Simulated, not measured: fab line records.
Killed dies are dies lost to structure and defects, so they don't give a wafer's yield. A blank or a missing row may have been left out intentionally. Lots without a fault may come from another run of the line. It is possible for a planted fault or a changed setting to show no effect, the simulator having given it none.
Which tool did it? -- flow berkeley cmos170 -- 18 wafers from 6 lots sampled at 2 of the route's 331 steps

== WHAT EACH GAUGE READ, for each wafer ==
UCB170_CONTACT_OVL_MEAS_16.
lot,measured,on,CONTACT_OVL (nm)
L435,day 8 09:22,overlay-01,7 4 1
L436,day 8 17:58,overlay-01,-9 -7 -3
L440,day 10 03:50,overlay-01,4 -4 1
L442,day 10 05:01,overlay-01,8 -2 5
L446,day 11 08:13,overlay-02,-9 -11 9
L449,day 11 19:38,overlay-02,-4 -9 -1

== WHICH TOOL RAN EACH LOT (tool, then ch and the chambers of the sampled wafers, then the start) ==
lot,UCB170_CONTACT_STRIP_06
L435,"plasma asher-03 ch 0,1, day 8 07:59"
L436,"plasma asher-04 ch 0,1, day 8 15:31"
L440,"plasma asher-04 ch 0,1, day 10 02:13"
L442,"plasma asher-03 ch 0,1, day 10 03:42"
L446,"plasma asher-04 ch 0,1, day 11 06:44"
L449,"plasma asher-02 ch 0,1, day 11 17:43"
- UCB170_CONTACT_STRIP_06: strips in O2.

== THE ANSWER, worked out from the rows above alone ==
Rule: what is usual is taken from the lots themselves. The widest of any qualifying gaps counts: lots, ordered by their means at a reading, are off when they make up no more than a third of the lots, leave a main group of 4 or more, and stand apart from it by 3 or more times the standard deviation of that group's means. The tables above print the reading to a certain number of digits; a main group whose means all agree to those digits is not used. Also off: a lot with no number at a reading for which 4 or more lots have one. Any other lot the step has rows for is counted as sound.
No lot is off on any of the readings shown, so nothing can be concluded from this.

== WHAT WAS PUT IN BY THE SIMULATOR ==
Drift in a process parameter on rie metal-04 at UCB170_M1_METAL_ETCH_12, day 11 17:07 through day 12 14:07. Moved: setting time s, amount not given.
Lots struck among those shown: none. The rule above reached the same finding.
